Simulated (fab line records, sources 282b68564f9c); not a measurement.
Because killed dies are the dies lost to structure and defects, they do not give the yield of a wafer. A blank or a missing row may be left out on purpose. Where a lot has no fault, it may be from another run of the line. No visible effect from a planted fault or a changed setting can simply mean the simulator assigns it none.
Which tool was responsible? ; flow rit-cmos ; 14 lots, 42 wafers sampled, at 2 steps of a route of 202

WHAT THE GAUGES SHOWED, per wafer
RIT_GATE_CD_MEAS_16: the cd target is 150 nm.
lot;measured;on;cd-nm (nm)
L890;day 2 16:22;cd-sem-02;151.5 151.1 149.1
L891;day 2 20:13;cd-sem-01;148.1 149.1 146.2
L892;day 3 08:32;cd-sem-01;148.7 150.0 148.7
L893;day 3 08:47;cd-sem-02;148.4 147.9 147.3
L896;day 4 08:43;cd-sem-02;152.2 152.7 149.0
L898;day 4 10:21;cd-sem-02;147.0 147.3 146.9
L899;day 4 16:02;cd-sem-01;151.2 152.6 148.4
L900;day 4 18:43;cd-sem-01;145.9 148.2 147.0
L903;day 5 09:33;cd-sem-02;161.8 161.2 162.0
L904;day 5 13:41;cd-sem-01;150.9 150.9 150.0
L905;day 5 18:29;cd-sem-01;163.6 162.4 162.9
L910;day 6 19:25;cd-sem-01;146.6 148.0 150.9
L912;day 7 10:51;cd-sem-01;147.1 145.5 144.8
L913;day 7 13:21;cd-sem-01;146.5 147.9 147.7

TOOL THAT RAN EACH LOT (tool first, then ch and the chambers of the sampled wafers, then the start)
lot;RIT_GATE_COAT_11
L890;litho-track-03 ch 0, day 2 15:32
L891;litho-track-03 ch 0, day 2 19:23
L892;litho-track-04 ch 0, day 3 07:43
L893;litho-track-03 ch 0, day 3 07:43
L896;litho-track-01 ch 0, day 4 07:52
L898;litho-track-03 ch 0, day 4 09:23
L899;litho-track-01 ch 0, day 4 15:20
L900;litho-track-03 ch 0, day 4 17:54
L903;litho-track-03 ch 0, day 5 08:44
L904;litho-track-01 ch 0, day 5 12:52
L905;litho-track-03 ch 0, day 5 17:47
L910;litho-track-04 ch 0, day 6 18:43
L912;litho-track-04 ch 0, day 7 09:55
L913;litho-track-01 ch 0, day 7 12:30
- RIT_GATE_COAT_11: resist thk 850 nm.

AS READ BY THE TOOLS THEMSELVES (means over the sampled wafers that have a number; for cases with no such wafer, the mark the record gives instead)
RIT_GATE_COAT_11.
lot;tool;chill-plate-temp-C (C);exhaust-pa (Pa)
L890;litho-track-03;23.02;43.7
L891;litho-track-03;22.88;44.0
L892;litho-track-04;23.02;45.6
L893;litho-track-03;23.07;45.6
L896;litho-track-01;22.97;46.2
L898;litho-track-03;23.01;44.9
L899;litho-track-01;23.00;43.6
L900;litho-track-03;22.92;44.7
L903;litho-track-03;22.92;44.8
L904;litho-track-01;22.99;45.2
L905;litho-track-03;23.12;45.7
L910;litho-track-04;22.96;45.1
L912;litho-track-04;23.04;44.6
L913;litho-track-01;23.06;44.4

THE ANSWER, worked out from the rows above alone
Rule: usual is defined by the lots themselves. The widest of any qualifying gaps counts: lots, ordered by their means at a reading, are off when they make up no more than a third of the lots, leave a main group of 4 or more, and stand apart from it by 3 or more times the standard deviation of that group's means. Not used: any main group whose means are identical at the precision the tables above print for the reading. Also off: a lot with no number at a reading for which 4 or more lots have one. All remaining lots with rows at the step are treated as sound. The gauges are gone through in route order, then the tools' own readings, and for those a lot's mean is taken as printed above. The first step at which some lot is off is used, and at that step the reading that is off furthest; a lot without a number counts as furthest.
Off: L903, L905 (RIT_GATE_CD_MEAS_16, cd-nm). For the main group the mean is 148.6 nm and the standard deviation 1.7.
If a tool, at a process step before that reading, ran all the lots that are off and no sound lot after the first of them, it fits. Those tools and the gauges at RIT_GATE_CD_MEAS_16 are tried in the same way. One fits: RIT_GATE_COAT_11 on litho-track-03. A fault onset in the window from L900 (day 4 17:54, its last sound lot) to L903 (day 5 08:44, its first lot off) fits.

WHAT HAD BEEN PUT IN BY THE SIMULATOR
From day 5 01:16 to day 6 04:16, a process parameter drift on litho-track-03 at RIT_GATE_COAT_11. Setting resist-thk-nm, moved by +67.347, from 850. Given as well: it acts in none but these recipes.
Lots struck among those shown: L903, L905. The rule above reached the same finding.
